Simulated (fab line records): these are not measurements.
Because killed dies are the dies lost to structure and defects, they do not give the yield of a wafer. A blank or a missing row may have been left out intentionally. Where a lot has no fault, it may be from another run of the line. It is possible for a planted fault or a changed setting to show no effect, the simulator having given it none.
What tool caused it? :: flow berkeley_cmos170 :: Sampling: 14 lots, 42 wafers, 6 of 331 route steps

## WHAT EACH GAUGE READ, for each wafer
UCB170_M1_OVL_MEAS_10.
lot: L139
measured: day 8 09:03
on: overlay-02
M1_OVL (nm): -9 -7 -8

lot: L140
measured: day 9 03:41
on: overlay-01
M1_OVL (nm): -3 -8 2

lot: L144
measured: day 9 14:26
on: overlay-01
M1_OVL (nm): 3 -7 -1

lot: L145
measured: day 9 20:51
on: overlay-01
M1_OVL (nm): -7 -7 -6

lot: L151
measured: day 10 18:44
on: overlay-01
M1_OVL (nm): -2 -1 -1

lot: L149
measured: day 10 19:21
on: overlay-02
M1_OVL (nm): -7 -3 5

lot: L152
measured: day 11 04:53
on: overlay-02
M1_OVL (nm): -3 -4 -8

lot: L156
measured: day 12 09:29
on: overlay-02
M1_OVL (nm): -2 2 0

lot: L157
measured: day 12 09:13
on: overlay-02
M1_OVL (nm): -2 -3 4

lot: L158
measured: day 12 09:47
on: overlay-02
M1_OVL (nm): -6 -6 -2

lot: L159
measured: day 12 12:46
on: overlay-02
M1_OVL (nm): -2 -5 -9

lot: L161
measured: day 12 13:59
on: overlay-02
M1_OVL (nm): -18 -3 -7

lot: L160
measured: day 12 14:20
on: overlay-01
M1_OVL (nm): 5 3 -4

lot: L162
measured: day 13 10:43
on: overlay-01
M1_OVL (nm): 5 0 -2

UCB170_M2_CD_MEAS_90: the cd target is 700 nm.
lot: L139
measured: day 8 17:56
on: cd_sem-01
cd_nm (nm): 699.1 698.4 700.8

lot: L140
measured: day 9 13:12
on: cd_sem-01
cd_nm (nm): 701.2 698.4 699.5

lot: L144
measured: day 9 22:53
on: cd_sem-01
cd_nm (nm): 701.7 703.0 697.4

lot: L145
measured: day 10 04:20
on: cd_sem-02
cd_nm (nm): 701.1 683.7 699.5

lot: L151
measured: day 11 01:35
on: cd_sem-01
cd_nm (nm): 698.9 698.0 700.3

lot: L149
measured: day 11 02:43
on: cd_sem-01
cd_nm (nm): 685.5 701.9 685.5

lot: L152
measured: day 11 15:10
on: cd_sem-02
cd_nm (nm): 698.0 697.4 696.0

lot: L156
measured: day 16 12:58
on: cd_sem-02
cd_nm (nm): 697.6 699.6 698.9

lot: L157
measured: day 16 11:37
on: cd_sem-02
cd_nm (nm): 699.8 699.5 703.5

lot: L158
measured: day 16 15:56
on: cd_sem-01
cd_nm (nm): 698.9 698.5 697.3

lot: L159
measured: day 16 13:52
on: cd_sem-01
cd_nm (nm): 701.6 705.2 707.7

lot: L161
measured: day 16 13:15
on: cd_sem-02
cd_nm (nm): 701.3 702.4 701.4

lot: L160
measured: day 16 15:44
on: cd_sem-02
cd_nm (nm): 699.9 702.0 700.5

lot: L162
measured: day 16 16:28
on: cd_sem-01
cd_nm (nm): 702.0 702.2 696.9

## EACH LOT AND THE TOOL THAT RAN IT (in order: tool; ch and the chambers of the sampled wafers; start)
lot: L139
UCB170_CONTACT_STRIP_06: plasma_asher-02 ch 0,1, day 8 04:42
UCB170_V1_CVD_00: pecvd-01 ch 1,2, day 8 11:32
UCB170_M2_METAL_ETCH_18: rie_metal-02 ch 0,1, day 8 17:39
UCB170_M2_STRIP_19: plasma_asher-04 ch 0,1, day 8 17:50

lot: L140
UCB170_CONTACT_STRIP_06: plasma_asher-01 ch 0,1, day 8 22:55
UCB170_V1_CVD_00: pecvd-02 ch 1,2, day 9 05:26
UCB170_M2_METAL_ETCH_18: rie_metal-02 ch 1, day 9 12:55
UCB170_M2_STRIP_19: plasma_asher-03 ch 0,1, day 9 13:06

lot: L144
UCB170_CONTACT_STRIP_06: plasma_asher-02 ch 0,1, day 9 09:49
UCB170_V1_CVD_00: pecvd-01 ch 0,1,2, day 9 16:56
UCB170_M2_METAL_ETCH_18: rie_metal-03 ch 0,1, day 9 22:35
UCB170_M2_STRIP_19: plasma_asher-04 ch 0,1, day 9 22:47

lot: L145
UCB170_CONTACT_STRIP_06: plasma_asher-04 ch 0,1, day 9 17:02
UCB170_V1_CVD_00: pecvd-01 ch 0,1, day 9 22:40
UCB170_M2_METAL_ETCH_18: rie_metal-03 ch 0,1, day 10 04:03
UCB170_M2_STRIP_19: plasma_asher-04 ch 0,1, day 10 04:14

lot: L151
UCB170_CONTACT_STRIP_06: plasma_asher-04 ch 0,1, day 10 14:17
UCB170_V1_CVD_00: pecvd-01 ch 0,1,2, day 10 20:30
UCB170_M2_METAL_ETCH_18: rie_metal-02 ch 1, day 11 01:08
UCB170_M2_STRIP_19: plasma_asher-03 ch 0,1, day 11 01:28

lot: L149
UCB170_CONTACT_STRIP_06: plasma_asher-01 ch 0,1, day 10 14:53
UCB170_V1_CVD_00: pecvd-02 ch 0,2, day 10 21:50
UCB170_M2_METAL_ETCH_18: rie_metal-03 ch 0,1, day 11 02:26
UCB170_M2_STRIP_19: plasma_asher-04 ch 0,1, day 11 02:37

lot: L152
UCB170_CONTACT_STRIP_06: plasma_asher-01 ch 0,1, day 11 01:20
UCB170_V1_CVD_00: pecvd-02 ch 0,1,2, day 11 07:52
UCB170_M2_METAL_ETCH_18: rie_metal-04 ch 0,1, day 11 14:53
UCB170_M2_STRIP_19: plasma_asher-02 ch 0,1, day 11 15:04

lot: L156
UCB170_CONTACT_STRIP_06: plasma_asher-04 ch 0,1, day 12 04:13
UCB170_V1_CVD_00: pecvd-01 ch 0,1, day 16 01:37
UCB170_M2_METAL_ETCH_18: rie_metal-02 ch 1, day 16 12:39
UCB170_M2_STRIP_19: plasma_asher-02 ch 0,1, day 16 12:50

lot: L157
UCB170_CONTACT_STRIP_06: plasma_asher-02 ch 0,1, day 12 04:13
UCB170_V1_CVD_00: pecvd-04 ch 1,2, day 16 01:37
UCB170_M2_METAL_ETCH_18: rie_metal-03 ch 0,1, day 16 11:13
UCB170_M2_STRIP_19: plasma_asher-03 ch 0,1, day 16 11:25

lot: L158
UCB170_CONTACT_STRIP_06: plasma_asher-02 ch 0,1, day 12 04:19
UCB170_V1_CVD_00: pecvd-04 ch 1,2, day 16 01:46
UCB170_M2_METAL_ETCH_18: rie_metal-04 ch 0,1, day 16 15:39
UCB170_M2_STRIP_19: plasma_asher-04 ch 0,1, day 16 15:50

lot: L159
UCB170_CONTACT_STRIP_06: plasma_asher-02 ch 0,1, day 12 09:30
UCB170_V1_CVD_00: pecvd-01 ch 0,2, day 16 01:46
UCB170_M2_METAL_ETCH_18: rie_metal-02 ch 0,1, day 16 13:34
UCB170_M2_STRIP_19: plasma_asher-04 ch 0,1, day 16 13:46

lot: L161
UCB170_CONTACT_STRIP_06: plasma_asher-04 ch 0,1, day 12 10:32
UCB170_V1_CVD_00: pecvd-04 ch 0,1,2, day 16 01:56
UCB170_M2_METAL_ETCH_18: rie_metal-04 ch 0,1, day 16 12:59
UCB170_M2_STRIP_19: plasma_asher-04 ch 0,1, day 16 13:08

lot: L160
UCB170_CONTACT_STRIP_06: plasma_asher-02 ch 0,1, day 12 10:45
UCB170_V1_CVD_00: pecvd-01 ch 0,1, day 16 01:56
UCB170_M2_METAL_ETCH_18: rie_metal-03 ch 0,1, day 16 15:27
UCB170_M2_STRIP_19: plasma_asher-03 ch 0,1, day 16 15:38

lot: L162
UCB170_CONTACT_STRIP_06: plasma_asher-02 ch 0,1, day 13 06:05
UCB170_V1_CVD_00: pecvd-01 ch 1,2, day 16 02:05
UCB170_M2_METAL_ETCH_18: rie_metal-02 ch 0,1, day 16 16:10
UCB170_M2_STRIP_19: plasma_asher-04 ch 0,1, day 16 16:22
- UCB170_CONTACT_STRIP_06: strips in O2.
- UCB170_V1_CVD_00: deposits SiO2 from TEOS/O2, target thk 2000 nm, time 250 s.
- UCB170_M2_METAL_ETCH_18: etches Al in Cl2/BCl3, stops on SiO2, target depth 1170 nm, time 195 s.
- UCB170_M2_STRIP_19: strips in O2.

## AS READ BY THE TOOLS THEMSELVES (means over the sampled wafers that have a number; for cases with no such wafer, the mark the record gives instead)
UCB170_CONTACT_STRIP_06.
lot: L139
tool: plasma_asher-02
drypump_motor_current_A (A): 5.5
oes_product_au (a.u.): 0.730
strip_time_to_endpoint_s (s): 22.03

lot: L140
tool: plasma_asher-01
drypump_motor_current_A (A): 6.2
oes_product_au (a.u.): 0.733
strip_time_to_endpoint_s (s): 21.99

lot: L144
tool: plasma_asher-02
drypump_motor_current_A (A): 5.5
oes_product_au (a.u.): 0.736
strip_time_to_endpoint_s (s): 21.98

lot: L145
tool: plasma_asher-04
drypump_motor_current_A (A): 5.8
oes_product_au (a.u.): 0.730
strip_time_to_endpoint_s (s): 21.98

lot: L151
tool: plasma_asher-04
drypump_motor_current_A (A): 5.8
oes_product_au (a.u.): 0.737
strip_time_to_endpoint_s (s): 21.92

lot: L149
tool: plasma_asher-01
drypump_motor_current_A (A): 6.4
oes_product_au (a.u.): 0.733
strip_time_to_endpoint_s (s): 21.99

lot: L152
tool: plasma_asher-01
drypump_motor_current_A (A): 6.2
oes_product_au (a.u.): 0.737
strip_time_to_endpoint_s (s): 22.00

lot: L156
tool: plasma_asher-04
drypump_motor_current_A (A): 5.6
oes_product_au (a.u.): 0.733
strip_time_to_endpoint_s (s): 22.00

lot: L157
tool: plasma_asher-02
drypump_motor_current_A (A): 5.5
oes_product_au (a.u.): 0.734
strip_time_to_endpoint_s (s): 21.99

lot: L158
tool: plasma_asher-02
drypump_motor_current_A (A): 5.5
oes_product_au (a.u.): 0.733
strip_time_to_endpoint_s (s): 21.97

lot: L159
tool: plasma_asher-02
drypump_motor_current_A (A): 5.9
oes_product_au (a.u.): 0.736
strip_time_to_endpoint_s (s): 22.00

lot: L161
tool: plasma_asher-04
drypump_motor_current_A (A): 5.6
oes_product_au (a.u.): 0.729
strip_time_to_endpoint_s (s): 22.06

lot: L160
tool: plasma_asher-02
drypump_motor_current_A (A): 5.5
oes_product_au (a.u.): 0.733
strip_time_to_endpoint_s (s): 21.99

lot: L162
tool: plasma_asher-02
drypump_motor_current_A (A): 5.5
oes_product_au (a.u.): 0.735
strip_time_to_endpoint_s (s): 21.96

UCB170_V1_CVD_00.
lot: L139
tool: pecvd-01
heater_power_w (W): 257
pressure_mtorr (mTorr): 8988

lot: L140
tool: pecvd-02
heater_power_w (W): 236
pressure_mtorr (mTorr): 8979

lot: L144
tool: pecvd-01
heater_power_w (W): 251
pressure_mtorr (mTorr): 8993

lot: L145
tool: pecvd-01
heater_power_w (W): 246
pressure_mtorr (mTorr): 9017

lot: L151
tool: pecvd-01
heater_power_w (W): 289
pressure_mtorr (mTorr): 9010

lot: L149
tool: pecvd-02
heater_power_w (W): 293
pressure_mtorr (mTorr): 8995

lot: L152
tool: pecvd-02
heater_power_w (W): 237
pressure_mtorr (mTorr): 9015

lot: L156
tool: pecvd-01
heater_power_w (W): 270
pressure_mtorr (mTorr): 9020

lot: L157
tool: pecvd-04
heater_power_w (W): 312
pressure_mtorr (mTorr): 9018

lot: L158
tool: pecvd-04
heater_power_w (W): 308
pressure_mtorr (mTorr): 8993

lot: L159
tool: pecvd-01
heater_power_w (W): 293
pressure_mtorr (mTorr): 8993

lot: L161
tool: pecvd-04
heater_power_w (W): 286
pressure_mtorr (mTorr): 9001

lot: L160
tool: pecvd-01
heater_power_w (W): 256
pressure_mtorr (mTorr): 9006

lot: L162
tool: pecvd-01
heater_power_w (W): 249
pressure_mtorr (mTorr): 9017

UCB170_M2_METAL_ETCH_18.
lot: L139
tool: rie_metal-02
bcl3_flow_sccm (sccm): 45.15
drypump_motor_current_A (A): 5.4
oes_product_au (a.u.): 0.838
throttle_valve_pct (%): 24.65

lot: L140
tool: rie_metal-02
bcl3_flow_sccm (sccm): 44.96
drypump_motor_current_A (A): 5.0
oes_product_au (a.u.): 0.838
throttle_valve_pct (%): 24.73

lot: L144
tool: rie_metal-03
bcl3_flow_sccm (sccm): 44.96
drypump_motor_current_A (A): 5.4
oes_product_au (a.u.): 0.864
throttle_valve_pct (%): 24.21

lot: L145
tool: rie_metal-03
bcl3_flow_sccm (sccm): 44.88
drypump_motor_current_A (A): 5.5
oes_product_au (a.u.): 0.865
throttle_valve_pct (%): 24.15

lot: L151
tool: rie_metal-02
bcl3_flow_sccm (sccm): 45.06
drypump_motor_current_A (A): 5.0
oes_product_au (a.u.): 0.846
throttle_valve_pct (%): 24.73

lot: L149
tool: rie_metal-03
bcl3_flow_sccm (sccm): 44.84
drypump_motor_current_A (A): 5.4
oes_product_au (a.u.): 0.865
throttle_valve_pct (%): 24.21

lot: L152
tool: rie_metal-04
bcl3_flow_sccm (sccm): 45.00
drypump_motor_current_A (A): 5.3
oes_product_au (a.u.): 0.857
throttle_valve_pct (%): 24.35

lot: L156
tool: rie_metal-02
bcl3_flow_sccm (sccm): 45.00
drypump_motor_current_A (A): 5.0
oes_product_au (a.u.): 0.842
throttle_valve_pct (%): 24.73

lot: L157
tool: rie_metal-03
bcl3_flow_sccm (sccm): 44.95
drypump_motor_current_A (A): 5.5
oes_product_au (a.u.): 0.865
throttle_valve_pct (%): 24.14

lot: L158
tool: rie_metal-04
bcl3_flow_sccm (sccm): 45.00
drypump_motor_current_A (A): 5.3
oes_product_au (a.u.): 0.860
throttle_valve_pct (%): 24.36

lot: L159
tool: rie_metal-02
bcl3_flow_sccm (sccm): 44.90
drypump_motor_current_A (A): 5.2
oes_product_au (a.u.): 0.847
throttle_valve_pct (%): 24.68

lot: L161
tool: rie_metal-04
bcl3_flow_sccm (sccm): 44.99
drypump_motor_current_A (A): 5.3
oes_product_au (a.u.): 0.851
throttle_valve_pct (%): 24.36

lot: L160
tool: rie_metal-03
bcl3_flow_sccm (sccm): 44.99
drypump_motor_current_A (A): 5.4
oes_product_au (a.u.): 0.863
throttle_valve_pct (%): 24.21

lot: L162
tool: rie_metal-02
bcl3_flow_sccm (sccm): 44.99
drypump_motor_current_A (A): 5.4
oes_product_au (a.u.): 0.837
throttle_valve_pct (%): 24.65

UCB170_M2_STRIP_19.
lot: L139
tool: plasma_asher-04
drypump_motor_current_A (A): 5.8
oes_product_au (a.u.): 0.543

lot: L140
tool: plasma_asher-03
drypump_motor_current_A (A): 5.6
oes_product_au (a.u.): 0.545

lot: L144
tool: plasma_asher-04
drypump_motor_current_A (A): 5.6
oes_product_au (a.u.): 0.553

lot: L145
tool: plasma_asher-04
drypump_motor_current_A (A): 5.6
oes_product_au (a.u.): 0.465

lot: L151
tool: plasma_asher-03
drypump_motor_current_A (A): 5.6
oes_product_au (a.u.): 0.539

lot: L149
tool: plasma_asher-04
drypump_motor_current_A (A): 5.8
oes_product_au (a.u.): 0.393

lot: L152
tool: plasma_asher-02
drypump_motor_current_A (A): 5.5
oes_product_au (a.u.): 0.552

lot: L156
tool: plasma_asher-02
drypump_motor_current_A (A): 5.9
oes_product_au (a.u.): 0.533

lot: L157
tool: plasma_asher-03
drypump_motor_current_A (A): 5.6
oes_product_au (a.u.): 0.540

lot: L158
tool: plasma_asher-04
drypump_motor_current_A (A): 5.8
oes_product_au (a.u.): 0.542

lot: L159
tool: plasma_asher-04
drypump_motor_current_A (A): 5.8
oes_product_au (a.u.): 0.542

lot: L161
tool: plasma_asher-04
drypump_motor_current_A (A): 5.6
oes_product_au (a.u.): 0.554

lot: L160
tool: plasma_asher-03
drypump_motor_current_A (A): 5.6
oes_product_au (a.u.): 0.536

lot: L162
tool: plasma_asher-04
drypump_motor_current_A (A): 5.8
oes_product_au (a.u.): 0.540

## THE ANSWER, worked out from the rows above alone
Rule: what is usual is taken from the lots themselves. Put in order of their means at a reading, lots are off if they are a third of the lots or fewer, leave a main group of 4 or more, and stand apart from it by a gap of 3 or more times the standard deviation of the main group's means; of several such gaps the widest counts. A main group whose means are all the same, to the digits that the tables above print for the reading, isn't used. Also off: a lot with no number at a reading for which 4 or more lots have one. The other lots that the step has rows for count as sound. The gauges are gone through in route order, then the tools' own readings, and for those a lot's mean is taken as printed above. At the first step where some lot is off, the reading lying furthest off is the one used; lots without a number count as furthest.
Off at UCB170_M2_STRIP_19 (oes_product_au): L145, L149. The main group has a mean of 0.543 a.u. with a standard deviation of 0.0064.
A tool fits if, at that step or a process step before it, it ran every lot that is off, and no sound lot after the first of them. Of those tried, none fits.

## WHAT HAD BEEN PUT IN BY THE SIMULATOR
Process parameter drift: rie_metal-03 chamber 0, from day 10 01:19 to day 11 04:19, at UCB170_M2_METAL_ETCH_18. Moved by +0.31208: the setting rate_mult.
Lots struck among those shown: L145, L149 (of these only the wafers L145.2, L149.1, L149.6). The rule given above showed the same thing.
